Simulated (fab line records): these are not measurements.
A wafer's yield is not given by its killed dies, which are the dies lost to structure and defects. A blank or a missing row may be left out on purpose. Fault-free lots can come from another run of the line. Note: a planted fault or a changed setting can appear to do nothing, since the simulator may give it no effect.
fab line records || flow berkeley-cmos170
record: {"lots": 7, "wafers": 21, "last-day": 12}
route steps=331 shown START@3 ZERO@6 NWELL@14
lots untouched by any fault: they come from a run of this same line in which no faults occurred
start-h: the number of hours between the record's first day and the start of the first shown wafer of the lot || wait-h: how many hours have passed since the lot's step before this one || " identical to the entry in the row above || L1.1+2: one row covering several wafers at once || - no value, or no start was given || * or withheld: withheld || < > ~ a bound
route shown NAME@n: names a module that has steps shown in the file, with the first one's number in the route || usual: the fault-free wafers' mean and standard deviation || same: alike in all rows || chamber/n: place in a boat || sites: the reading at each site || _std_site: standard deviation of those values || _edge_site: outer sites' mean less inner sites' || radius-mm: for every site, how far away it sits from the centre of the wafer || mask NAME#n: copy n || behind: tool/chamber where the wafer was last shaped || hold: why the lot was held/for how many hours/how that ended || device: transistor that didn't switch, given as n, p or np || end of line: the route-end tests of the same wafers || where a step has no rows: the recipe by itself || killed: count of dies lost to structure and defects at first sort (not the wafer's yield) || map: per-die view of a wafer (x killed, . not killed, _ where there is no die)
set.NAME: the run value of the setting; set.NAME@STEP: its run value at that earlier step || model.NAME: the simulator's own value behind a step, which no gauge read
certain route steps with their lots: each step a table, each wafer a row
services: from which hour (start-h, from the record's first day; less than 0 if before it) a tool's chamber was out of use, for how many hours, and why
== steps ==
step: UCB170_START_OXIDATION_02
recipe: {"temp-c": 950, "ambient": "O2", "target-thk-a": 200, "ox-time-s": 1800}
step: UCB170_START_THK_MEAS_03
recipe: {"reads": "SiO2_of_START_OXIDATION_02"}
usual: {"START_OXIDE_THK": "20.0/0.37"}
{"lot.wafer": "L561.1", "tool": "film-metro-01", "chamber": "-", "start-h": 19.14, "wait-h": 0.0, "START_OXIDE_THK[nm]": 20.1}
{"lot.wafer": "L561.3", "tool": "film-metro-01", "chamber": "-", "start-h": 19.14, "wait-h": 0.0, "START_OXIDE_THK[nm]": 19.6}
{"lot.wafer": "L561.5", "tool": "film-metro-01", "chamber": "-", "start-h": 19.14, "wait-h": 0.0, "START_OXIDE_THK[nm]": 19.7}
{"lot.wafer": "L567.1", "tool": "film-metro-03", "chamber": "-", "start-h": 49.31, "wait-h": 0.0, "START_OXIDE_THK[nm]": 19.8}
{"lot.wafer": "L567.2", "tool": "film-metro-03", "chamber": "-", "start-h": 49.31, "wait-h": 0.0, "START_OXIDE_THK[nm]": 20.3}
{"lot.wafer": "L567.5", "tool": "film-metro-03", "chamber": "-", "start-h": 49.31, "wait-h": 0.0, "START_OXIDE_THK[nm]": 20.5}
{"lot.wafer": "L572.1", "tool": "film-metro-01", "chamber": "-", "start-h": 73.89, "wait-h": 0.0, "START_OXIDE_THK[nm]": 20.1}
{"lot.wafer": "L572.2", "tool": "film-metro-01", "chamber": "-", "start-h": 73.89, "wait-h": 0.0, "START_OXIDE_THK[nm]": 19.6}
{"lot.wafer": "L572.4", "tool": "film-metro-01", "chamber": "-", "start-h": 73.89, "wait-h": 0.0, "START_OXIDE_THK[nm]": 19.8}
{"lot.wafer": "L573.1", "tool": "film-metro-03", "chamber": "-", "start-h": 79.21, "wait-h": 0.0, "START_OXIDE_THK[nm]": 20.6}
{"lot.wafer": "L573.4", "tool": "film-metro-03", "chamber": "-", "start-h": 79.21, "wait-h": 0.0, "START_OXIDE_THK[nm]": 20.3}
{"lot.wafer": "L573.5", "tool": "film-metro-03", "chamber": "-", "start-h": 79.21, "wait-h": 0.0, "START_OXIDE_THK[nm]": 20.7}
{"lot.wafer": "L574.3", "tool": "film-metro-02", "chamber": "-", "start-h": 85.32, "wait-h": 0.0, "START_OXIDE_THK[nm]": 19.6}
{"lot.wafer": "L574.5", "tool": "film-metro-02", "chamber": "-", "start-h": 85.32, "wait-h": 0.0, "START_OXIDE_THK[nm]": 19.7}
{"lot.wafer": "L574.6", "tool": "film-metro-02", "chamber": "-", "start-h": 85.32, "wait-h": 0.0, "START_OXIDE_THK[nm]": 19.5}
{"lot.wafer": "L577.4", "tool": "film-metro-02", "chamber": "-", "start-h": 99.70, "wait-h": 0.0, "START_OXIDE_THK[nm]": 19.8}
{"lot.wafer": "L577.5", "tool": "film-metro-02", "chamber": "-", "start-h": 99.70, "wait-h": 0.0, "START_OXIDE_THK[nm]": 19.8}
{"lot.wafer": "L577.6", "tool": "film-metro-02", "chamber": "-", "start-h": 99.70, "wait-h": 0.0, "START_OXIDE_THK[nm]": 19.7}
{"lot.wafer": "L582.1", "tool": "film-metro-03", "chamber": "-", "start-h": 124.48, "wait-h": 0.0, "START_OXIDE_THK[nm]": 20.3}
{"lot.wafer": "L582.5", "tool": "film-metro-03", "chamber": "-", "start-h": 124.48, "wait-h": 0.0, "START_OXIDE_THK[nm]": 20.5}
{"lot.wafer": "L582.6", "tool": "film-metro-03", "chamber": "-", "start-h": 124.48, "wait-h": 0.0, "START_OXIDE_THK[nm]": 20.2}
step: UCB170_START_ANNEAL_04
recipe: {"temp-c": 950, "time-s": 1200, "ambient": "N2"}
step: UCB170_ZERO_HMDS_00
recipe: {"prime-time-s": 60, "prime-temp-c": 100}
step: UCB170_ZERO_COAT_01
recipe: {"resist": "KrF", "spin-rpm": 1500, "resist-thk-nm": 900}
step: UCB170_ZERO_SOFTBAKE_02
recipe: {"resist": "KrF", "temp-c": 130, "time-s": 60}
step: UCB170_ZERO_EXPOSE_03
recipe: {"mask-id": "PM_MARKS", "na": 0.5, "sigma-outer": 0.6, "source-shape": "conventional", "target-cd-nm": 4000, "dose-mj": 30}
step: UCB170_ZERO_PEB_04
recipe: {"peb-temp-c": 130, "peb-time-s": "withheld", "resist": "KrF"}
step: UCB170_ZERO_DEVELOP_05
recipe: {"developer": "TMAH", "develop-time-s": 45, "resist": "KrF", "dev-temp-c": 21}
step: UCB170_ZERO_ETCH_06
recipe: {"chemistry": "CHF3/CF4/Ar", "target": "SiO2", "time-s": 12, "pressure-mtorr": 100, "rf-w": 500, "CHF3_flow_sccm": 50, "cf4-flow-sccm": 10, "Ar_flow_sccm": 120, "over-etch-frac": 1.58}
usual: {"cf4-flow-sccm": "10.000/0.03", "drypump-motor-current-A": "5.8/0.44", "oes-product-au": "0.620/0.0086", "rf-fwd-power-W": "491.5/2.9", "throttle-valve-pct": "9.23/0.17"}
same: {"over-etch-frac": 1.58}
{"lot.wafer": "L561.1", "tool": "rie-diel-02", "chamber": 1, "start-h": 22.80, "wait-h": "-", "cf4-flow-sccm": 9.963, "drypump-motor-current-A": 5.4, "oes-product-au": 0.622, "rf-fwd-power-W": 488.1, "rf-hours-counter-h": 21, "throttle-valve-pct": 9.14}
{"lot.wafer": "L561.3", "tool": "rie-diel-02", "chamber": 3, "start-h": 22.80, "wait-h": "-", "cf4-flow-sccm": 10.000, "drypump-motor-current-A": 5.8, "oes-product-au": 0.623, "rf-fwd-power-W": 489.3, "rf-hours-counter-h": 133, "throttle-valve-pct": 9.59}
{"lot.wafer": "L561.5", "tool": "rie-diel-02", "chamber": 1, "start-h": 22.80, "wait-h": "-", "cf4-flow-sccm": 9.998, "drypump-motor-current-A": 5.4, "oes-product-au": 0.628, "rf-fwd-power-W": 489.1, "rf-hours-counter-h": "-", "throttle-valve-pct": 9.14}
{"lot.wafer": "L567.1", "tool": "rie-diel-03", "chamber": 2, "start-h": 54.24, "wait-h": "-", "cf4-flow-sccm": 10.034, "drypump-motor-current-A": 5.0, "oes-product-au": 0.609, "rf-fwd-power-W": 487.9, "rf-hours-counter-h": 70, "throttle-valve-pct": 9.20}
{"lot.wafer": "L567.2", "tool": "rie-diel-03", "chamber": 0, "start-h": 54.24, "wait-h": "-", "cf4-flow-sccm": 10.041, "drypump-motor-current-A": 5.8, "oes-product-au": 0.620, "rf-fwd-power-W": 488.6, "rf-hours-counter-h": 28, "throttle-valve-pct": 9.25}
{"lot.wafer": "L567.5", "tool": "rie-diel-03", "chamber": 1, "start-h": 54.24, "wait-h": "-", "cf4-flow-sccm": 10.009, "drypump-motor-current-A": 5.7, "oes-product-au": 0.617, "rf-fwd-power-W": 491.6, "rf-hours-counter-h": "-", "throttle-valve-pct": 9.06}
{"lot.wafer": "L572.1", "tool": "rie-diel-02", "chamber": 1, "start-h": 77.57, "wait-h": "-", "cf4-flow-sccm": 10.014, "drypump-motor-current-A": 5.4, "oes-product-au": 0.618, "rf-fwd-power-W": 492.5, "rf-hours-counter-h": 25, "throttle-valve-pct": 9.15}
{"lot.wafer": "L572.2", "tool": "rie-diel-02", "chamber": 0, "start-h": 77.57, "wait-h": "-", "cf4-flow-sccm": 10.013, "drypump-motor-current-A": 6.4, "oes-product-au": 0.610, "rf-fwd-power-W": 493.2, "rf-hours-counter-h": 102, "throttle-valve-pct": 9.10}
{"lot.wafer": "L572.4", "tool": "rie-diel-02", "chamber": 2, "start-h": 77.57, "wait-h": "-", "cf4-flow-sccm": 10.016, "drypump-motor-current-A": 5.3, "oes-product-au": 0.631, "rf-fwd-power-W": 493.4, "rf-hours-counter-h": 81, "throttle-valve-pct": 9.19}
{"lot.wafer": "L573.1", "tool": "rie-diel-03", "chamber": 3, "start-h": 84.34, "wait-h": "-", "cf4-flow-sccm": 9.999, "drypump-motor-current-A": 6.5, "oes-product-au": 0.614, "rf-fwd-power-W": 493.6, "rf-hours-counter-h": 50, "throttle-valve-pct": 8.98}
{"lot.wafer": "L573.4", "tool": "rie-diel-03", "chamber": 2, "start-h": 84.34, "wait-h": "-", "cf4-flow-sccm": 10.003, "drypump-motor-current-A": 5.0, "oes-product-au": 0.616, "rf-fwd-power-W": 489.4, "rf-hours-counter-h": 71, "throttle-valve-pct": 9.22}
{"lot.wafer": "L573.5", "tool": "rie-diel-03", "chamber": 0, "start-h": 84.34, "wait-h": "-", "cf4-flow-sccm": 9.983, "drypump-motor-current-A": 5.8, "oes-product-au": 0.623, "rf-fwd-power-W": 488.4, "rf-hours-counter-h": "-", "throttle-valve-pct": 9.25}
{"lot.wafer": "L574.3", "tool": "rie-diel-03", "chamber": 1, "start-h": 91.05, "wait-h": "-", "cf4-flow-sccm": 10.038, "drypump-motor-current-A": 5.7, "oes-product-au": 0.623, "rf-fwd-power-W": 490.9, "rf-hours-counter-h": 109, "throttle-valve-pct": 9.04}
{"lot.wafer": "L574.5", "tool": "rie-diel-03", "chamber": 1, "start-h": 91.05, "wait-h": "-", "cf4-flow-sccm": 10.014, "drypump-motor-current-A": 5.7, "oes-product-au": 0.625, "rf-fwd-power-W": 489.4, "rf-hours-counter-h": "-", "throttle-valve-pct": 9.05}
{"lot.wafer": "L574.6", "tool": "rie-diel-03", "chamber": 0, "start-h": 91.05, "wait-h": "-", "cf4-flow-sccm": 9.983, "drypump-motor-current-A": 5.8, "oes-product-au": 0.627, "rf-fwd-power-W": 487.7, "rf-hours-counter-h": "-", "throttle-valve-pct": 9.26}
{"lot.wafer": "L577.4", "tool": "rie-diel-02", "chamber": 1, "start-h": 105.79, "wait-h": "-", "cf4-flow-sccm": 10.021, "drypump-motor-current-A": 5.4, "oes-product-au": 0.621, "rf-fwd-power-W": 491.2, "rf-hours-counter-h": 26, "throttle-valve-pct": 9.16}
{"lot.wafer": "L577.5", "tool": "rie-diel-02", "chamber": 2, "start-h": 105.79, "wait-h": "-", "cf4-flow-sccm": 10.000, "drypump-motor-current-A": 5.3, "oes-product-au": 0.634, "rf-fwd-power-W": 493.1, "rf-hours-counter-h": "-", "throttle-valve-pct": 9.19}
{"lot.wafer": "L577.6", "tool": "rie-diel-02", "chamber": 3, "start-h": 105.79, "wait-h": "-", "cf4-flow-sccm": 9.995, "drypump-motor-current-A": 5.8, "oes-product-au": 0.612, "rf-fwd-power-W": 489.4, "rf-hours-counter-h": "-", "throttle-valve-pct": 9.60}
{"lot.wafer": "L582.1", "tool": "rie-diel-02", "chamber": 3, "start-h": 130.11, "wait-h": "-", "cf4-flow-sccm": 10.018, "drypump-motor-current-A": 5.8, "oes-product-au": 0.609, "rf-fwd-power-W": 487.3, "rf-hours-counter-h": 138, "throttle-valve-pct": 9.62}
{"lot.wafer": "L582.5", "tool": "rie-diel-02", "chamber": 0, "start-h": 130.11, "wait-h": "-", "cf4-flow-sccm": 9.966, "drypump-motor-current-A": 6.4, "oes-product-au": 0.616, "rf-fwd-power-W": 495.0, "rf-hours-counter-h": "-", "throttle-valve-pct": 9.08}
{"lot.wafer": "L582.6", "tool": "rie-diel-02", "chamber": 2, "start-h": 130.11, "wait-h": "-", "cf4-flow-sccm": 10.028, "drypump-motor-current-A": 5.3, "oes-product-au": 0.640, "rf-fwd-power-W": 495.3, "rf-hours-counter-h": "-", "throttle-valve-pct": 9.18}
step: UCB170_ZERO_STRIP_07
recipe: {"chemistry": "O2", "power-w": 400, "pressure-mtorr": 3500, "platen-temp-c": "withheld", "o2-flow-sccm": 400, "overash-fraction": 0.5}
usual: {"drypump-motor-current-A": "5.6/0.67", "oes-product-au": "0.727/0.004", "strip-time-to-endpoint-s": "21.49/0.072"}
{"lot.wafer": "L561.1", "tool": "plasma-asher-04", "chamber": 0, "start-h": 22.82, "wait-h": 0.0, "drypump-motor-current-A": 5.0, "oes-product-au": 0.722, "rf-hours-counter-h": 31, "strip-time-to-endpoint-s": 21.58}
{"lot.wafer": "L561.3", "tool": "plasma-asher-04", "chamber": 0, "start-h": 22.82, "wait-h": 0.0, "drypump-motor-current-A": 5.0, "oes-product-au": 0.724, "rf-hours-counter-h": "-", "strip-time-to-endpoint-s": 21.62}
{"lot.wafer": "L561.5", "tool": "plasma-asher-04", "chamber": 1, "start-h": 22.82, "wait-h": 0.0, "drypump-motor-current-A": 5.4, "oes-product-au": 0.725, "rf-hours-counter-h": "-", "strip-time-to-endpoint-s": 21.57}
{"lot.wafer": "L567.1", "tool": "plasma-asher-02", "chamber": 1, "start-h": 54.27, "wait-h": 0.0, "drypump-motor-current-A": 4.7, "oes-product-au": 0.730, "rf-hours-counter-h": 33, "strip-time-to-endpoint-s": 21.41}
{"lot.wafer": "L567.2", "tool": "plasma-asher-02", "chamber": 0, "start-h": 54.27, "wait-h": 0.0, "drypump-motor-current-A": 6.4, "oes-product-au": 0.729, "rf-hours-counter-h": 33, "strip-time-to-endpoint-s": 21.49}
{"lot.wafer": "L567.5", "tool": "plasma-asher-02", "chamber": 0, "start-h": 54.27, "wait-h": 0.0, "drypump-motor-current-A": 6.5, "oes-product-au": 0.725, "rf-hours-counter-h": "-", "strip-time-to-endpoint-s": 21.41}
{"lot.wafer": "L572.1", "tool": "plasma-asher-03", "chamber": 1, "start-h": 77.59, "wait-h": 0.0, "drypump-motor-current-A": 6.1, "oes-product-au": 0.726, "rf-hours-counter-h": 35, "strip-time-to-endpoint-s": 21.44}
{"lot.wafer": "L572.2", "tool": "plasma-asher-03", "chamber": 0, "start-h": 77.59, "wait-h": 0.0, "drypump-motor-current-A": 6.2, "oes-product-au": 0.716, "rf-hours-counter-h": 35, "strip-time-to-endpoint-s": 21.46}
{"lot.wafer": "L572.4", "tool": "plasma-asher-03", "chamber": 0, "start-h": 77.59, "wait-h": 0.0, "drypump-motor-current-A": 6.2, "oes-product-au": 0.733, "rf-hours-counter-h": "-", "strip-time-to-endpoint-s": 21.50}
{"lot.wafer": "L573.1", "tool": "plasma-asher-02", "chamber": 1, "start-h": 84.37, "wait-h": 0.0, "drypump-motor-current-A": 4.7, "oes-product-au": 0.731, "rf-hours-counter-h": 37, "strip-time-to-endpoint-s": 21.35}
{"lot.wafer": "L573.4", "tool": "plasma-asher-02", "chamber": 0, "start-h": 84.37, "wait-h": 0.0, "drypump-motor-current-A": 6.4, "oes-product-au": 0.719, "rf-hours-counter-h": "-", "strip-time-to-endpoint-s": 21.40}
{"lot.wafer": "L573.5", "tool": "plasma-asher-02", "chamber": 0, "start-h": 84.37, "wait-h": 0.0, "drypump-motor-current-A": 6.4, "oes-product-au": 0.729, "rf-hours-counter-h": "-", "strip-time-to-endpoint-s": 21.50}
{"lot.wafer": "L574.3", "tool": "plasma-asher-04", "chamber": 0, "start-h": 91.10, "wait-h": 0.0, "drypump-motor-current-A": 5.0, "oes-product-au": 0.720, "rf-hours-counter-h": "-", "strip-time-to-endpoint-s": 21.51}
{"lot.wafer": "L574.5", "tool": "plasma-asher-04", "chamber": 1, "start-h": 91.10, "wait-h": 0.0, "drypump-motor-current-A": 5.5, "oes-product-au": 0.728, "rf-hours-counter-h": "-", "strip-time-to-endpoint-s": 21.48}
{"lot.wafer": "L574.6", "tool": "plasma-asher-04", "chamber": 0, "start-h": 91.10, "wait-h": 0.0, "drypump-motor-current-A": 5.0, "oes-product-au": 0.730, "rf-hours-counter-h": "-", "strip-time-to-endpoint-s": 21.52}
{"lot.wafer": "L577.4", "tool": "plasma-asher-02", "chamber": 0, "start-h": 105.84, "wait-h": 0.0, "drypump-motor-current-A": 6.4, "oes-product-au": 0.728, "rf-hours-counter-h": "-", "strip-time-to-endpoint-s": 21.36}
{"lot.wafer": "L577.5", "tool": "plasma-asher-02", "chamber": 0, "start-h": 105.84, "wait-h": 0.0, "drypump-motor-current-A": 6.4, "oes-product-au": 0.723, "rf-hours-counter-h": "-", "strip-time-to-endpoint-s": 21.39}
{"lot.wafer": "L577.6", "tool": "plasma-asher-02", "chamber": 1, "start-h": 105.84, "wait-h": 0.0, "drypump-motor-current-A": 4.7, "oes-product-au": 0.733, "rf-hours-counter-h": "-", "strip-time-to-endpoint-s": 21.43}
{"lot.wafer": "L582.1", "tool": "plasma-asher-04", "chamber": 1, "start-h": 130.14, "wait-h": 0.0, "drypump-motor-current-A": 5.5, "oes-product-au": 0.720, "rf-hours-counter-h": 42, "strip-time-to-endpoint-s": 21.57}
{"lot.wafer": "L582.5", "tool": "plasma-asher-04", "chamber": 0, "start-h": 130.14, "wait-h": 0.0, "drypump-motor-current-A": 5.0, "oes-product-au": 0.726, "rf-hours-counter-h": "-", "strip-time-to-endpoint-s": 21.59}
{"lot.wafer": "L582.6", "tool": "plasma-asher-04", "chamber": 1, "start-h": 130.14, "wait-h": 0.0, "drypump-motor-current-A": 5.5, "oes-product-au": 0.726, "rf-hours-counter-h": "-", "strip-time-to-endpoint-s": 21.51}
step: UCB170_NWELL_WET_ETCH_00
recipe: {"chemistry": "dHF", "dilution": "25:1", "target": "SiO2", "temp-c": 25, "time-s": 200}
step: UCB170_NWELL_OXIDATION_01
recipe: {"temp-c": 1000, "ambient": "O2", "target-thk-a": 264, "ox-time-s": 1260}
usual: {"ox-temp-c": "1000.1/0.5", "ox-temp-c-max": "1006.2/1.5", "ox-time-s": "1260/0", "tube_center_temp_C_max": "1002.6/0.45"}
{"lot.wafer": "L561.1", "tool": "furnace-01", "chamber": 0, "start-h": 24.44, "wait-h": 1.4, "ox-temp-c": 1000.5, "ox-temp-c-max": 1006.7, "ox-time-s": 1260, "tube_center_temp_C_max": 1002.5}
{"lot.wafer": "L561.3", "tool": "furnace-01", "chamber": 0, "start-h": 24.44, "wait-h": 1.4, "ox-temp-c": 999.9, "ox-temp-c-max": 1004.7, "ox-time-s": 1260, "tube_center_temp_C_max": 1002.0}
{"lot.wafer": "L561.5", "tool": "furnace-01", "chamber": 0, "start-h": 24.44, "wait-h": 1.4, "ox-temp-c": 999.5, "ox-temp-c-max": 1004.6, "ox-time-s": 1260, "tube_center_temp_C_max": 1002.4}
{"lot.wafer": "L567.1", "tool": "furnace-04", "chamber": 0, "start-h": 54.81, "wait-h": 0.3, "ox-temp-c": 1000.0, "ox-temp-c-max": 1008.1, "ox-time-s": 1260, "tube_center_temp_C_max": 1003.0}
{"lot.wafer": "L567.2", "tool": "furnace-04", "chamber": 0, "start-h": 54.81, "wait-h": 0.3, "ox-temp-c": 1000.3, "ox-temp-c-max": 1006.6, "ox-time-s": 1260, "tube_center_temp_C_max": 1002.3}
{"lot.wafer": "L567.5", "tool": "furnace-04", "chamber": 0, "start-h": 54.81, "wait-h": 0.3, "ox-temp-c": 1000.6, "ox-temp-c-max": 1008.3, "ox-time-s": 1260, "tube_center_temp_C_max": 1002.6}
{"lot.wafer": "L572.1", "tool": "furnace-04", "chamber": "-", "start-h": 80.46, "wait-h": 2.7, "ox-temp-c": "-", "ox-temp-c-max": "-", "ox-time-s": "-", "tube_center_temp_C_max": "-"}
{"lot.wafer": "L572.2", "tool": "furnace-04", "chamber": "-", "start-h": 80.46, "wait-h": 2.7, "ox-temp-c": "-", "ox-temp-c-max": "-", "ox-time-s": "-", "tube_center_temp_C_max": "-"}
{"lot.wafer": "L572.4", "tool": "furnace-04", "chamber": "-", "start-h": 80.46, "wait-h": 2.7, "ox-temp-c": "-", "ox-temp-c-max": "-", "ox-time-s": "-", "tube_center_temp_C_max": "-"}
{"lot.wafer": "L573.1", "tool": "furnace-04", "chamber": "-", "start-h": 87.23, "wait-h": 2.2, "ox-temp-c": "-", "ox-temp-c-max": "-", "ox-time-s": "-", "tube_center_temp_C_max": "-"}
{"lot.wafer": "L573.4", "tool": "furnace-04", "chamber": "-", "start-h": 87.23, "wait-h": 2.2, "ox-temp-c": "-", "ox-temp-c-max": "-", "ox-time-s": "-", "tube_center_temp_C_max": "-"}
{"lot.wafer": "L573.5", "tool": "furnace-04", "chamber": "-", "start-h": 87.23, "wait-h": 2.2, "ox-temp-c": "-", "ox-temp-c-max": "-", "ox-time-s": "-", "tube_center_temp_C_max": "-"}
{"lot.wafer": "L574.3", "tool": "furnace-04", "chamber": "-", "start-h": 94.41, "wait-h": 3.1, "ox-temp-c": "-", "ox-temp-c-max": "-", "ox-time-s": "-", "tube_center_temp_C_max": "-"}
{"lot.wafer": "L574.5", "tool": "furnace-04", "chamber": "-", "start-h": 94.41, "wait-h": 3.1, "ox-temp-c": "-", "ox-temp-c-max": "-", "ox-time-s": "-", "tube_center_temp_C_max": "-"}
{"lot.wafer": "L574.6", "tool": "furnace-04", "chamber": "-", "start-h": 94.41, "wait-h": 3.1, "ox-temp-c": "-", "ox-temp-c-max": "-", "ox-time-s": "-", "tube_center_temp_C_max": "-"}
{"lot.wafer": "L577.4", "tool": "furnace-03", "chamber": 0, "start-h": 108.10, "wait-h": 1.5, "ox-temp-c": 1000.3, "ox-temp-c-max": 1004.7, "ox-time-s": 1260, "tube_center_temp_C_max": 1002.5}
{"lot.wafer": "L577.5", "tool": "furnace-03", "chamber": 0, "start-h": 108.10, "wait-h": 1.5, "ox-temp-c": 1000.2, "ox-temp-c-max": 1007.9, "ox-time-s": 1260, "tube_center_temp_C_max": 1003.0}
{"lot.wafer": "L577.6", "tool": "furnace-03", "chamber": 0, "start-h": 108.10, "wait-h": 1.5, "ox-temp-c": 1000.0, "ox-temp-c-max": 1005.0, "ox-time-s": 1260, "tube_center_temp_C_max": 1002.5}
{"lot.wafer": "L582.1", "tool": "furnace-01", "chamber": 0, "start-h": 133.20, "wait-h": 2.8, "ox-temp-c": 998.9, "ox-temp-c-max": 1006.2, "ox-time-s": 1260, "tube_center_temp_C_max": 1002.3}
{"lot.wafer": "L582.5", "tool": "furnace-01", "chamber": 0, "start-h": 133.20, "wait-h": 2.8, "ox-temp-c": 1000.0, "ox-temp-c-max": 1007.6, "ox-time-s": 1260, "tube_center_temp_C_max": 1002.5}
{"lot.wafer": "L582.6", "tool": "furnace-01", "chamber": 0, "start-h": 133.20, "wait-h": 2.8, "ox-temp-c": 1000.1, "ox-temp-c-max": 1008.7, "ox-time-s": 1260, "tube_center_temp_C_max": 1002.7}
step: UCB170_NWELL_ANNEAL_03
recipe: {"temp-c": 1000, "time-s": 900, "ambient": "N2"}
== services ==
{"tool": "plasma-asher-03", "chamber": "-", "start-h": 10.38, "hours": 3.3, "kind": "repair"}
{"tool": "plasma-asher-02", "chamber": "-", "start-h": 16.44, "hours": 1.4, "kind": "repair"}
{"tool": "rie-diel-03", "chamber": 2, "start-h": 26.46, "hours": 4.2, "kind": "repair"}
{"tool": "plasma-asher-02", "chamber": "-", "start-h": 38.14, "hours": 0.6, "kind": "repair"}
{"tool": "rie-diel-02", "chamber": "-", "start-h": 51.41, "hours": 0.7, "kind": "repair"}
{"tool": "plasma-asher-03", "chamber": "-", "start-h": 53.98, "hours": 3.3, "kind": "repair"}
{"tool": "furnace-04", "chamber": "-", "start-h": 58.01, "hours": 4.1, "kind": "repair"}
{"tool": "rie-diel-03", "chamber": "-", "start-h": 61.56, "hours": 4.3, "kind": "pm"}
{"tool": "rie-diel-02", "chamber": 0, "start-h": 62.11, "hours": 4.4, "kind": "repair"}
{"tool": "plasma-asher-02", "chamber": "-", "start-h": 87.94, "hours": 1.9, "kind": "repair"}
{"tool": "plasma-asher-04", "chamber": "-", "start-h": 94.13, "hours": 15.8, "kind": "repair"}
{"tool": "rie-diel-03", "chamber": 0, "start-h": 95.14, "hours": 6.9, "kind": "repair"}
{"tool": "plasma-asher-03", "chamber": "-", "start-h": 108.75, "hours": 9.0, "kind": "pm"}
{"tool": "plasma-asher-03", "chamber": 0, "start-h": 108.75, "hours": 9.0, "kind": "vent-cycle"}
{"tool": "plasma-asher-03", "chamber": 1, "start-h": 108.75, "hours": 9.0, "kind": "vent-cycle"}
{"tool": "rie-diel-02", "chamber": 1, "start-h": 117.27, "hours": 25.0, "kind": "repair"}
{"tool": "plasma-asher-03", "chamber": 0, "start-h": 117.75, "hours": "-", "kind": "clean"}
{"tool": "plasma-asher-03", "chamber": 1, "start-h": 117.75, "hours": "-", "kind": "clean"}
{"tool": "furnace-03", "chamber": "-", "start-h": 120.48, "hours": 3.4, "kind": "pm"}
{"tool": "plasma-asher-02", "chamber": "-", "start-h": 125.29, "hours": 10.7, "kind": "pm"}
== key ==
first-sign: {"step": "UCB170_NWELL_OXIDATION_01", "reading": "tool-record", "direction": "missing"}
effect none on later readings
met-at UCB170_NWELL_OXIDATION_01
struck-wafers L572.1,L572.2,L572.4,L573.1,L573.4,L573.5,L574.3,L574.5,L574.6
later-rows-left-out L572.1,L572.2,L572.4,L573.1,L573.4,L573.5,L574.3,L574.5,L574.6
sort-left-out L572.1,L572.2,L572.4,L573.1,L573.4,L573.5,L574.3,L574.5,L574.6
tester-left-out L572,L573,L574
onset-between 54.81 80.46
fault: {"kind": "skipped-step-whole", "tool": "furnace-04", "chamber": "-", "onset-h": 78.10, "steps": "UCB170_NWELL_OXIDATION_01", "scope": "struck-lots-only"}
tester-left-out: of these lots the tester's yield and bins aren't shown, on N5 and GAA mostly nor the transistor test; their killed dies are dies lost to structure and defects alone, not to doping, threshold or leakage, so they don't give the yield
sort-left-out: the simulated sort isn't trusted on such a fault, so these wafers' sort isn't shown, and their yield isn't known
later-rows-left-out: the simulator's readings of these wafers behind a module that went badly wrong aren't trusted and aren't shown, but for the sort
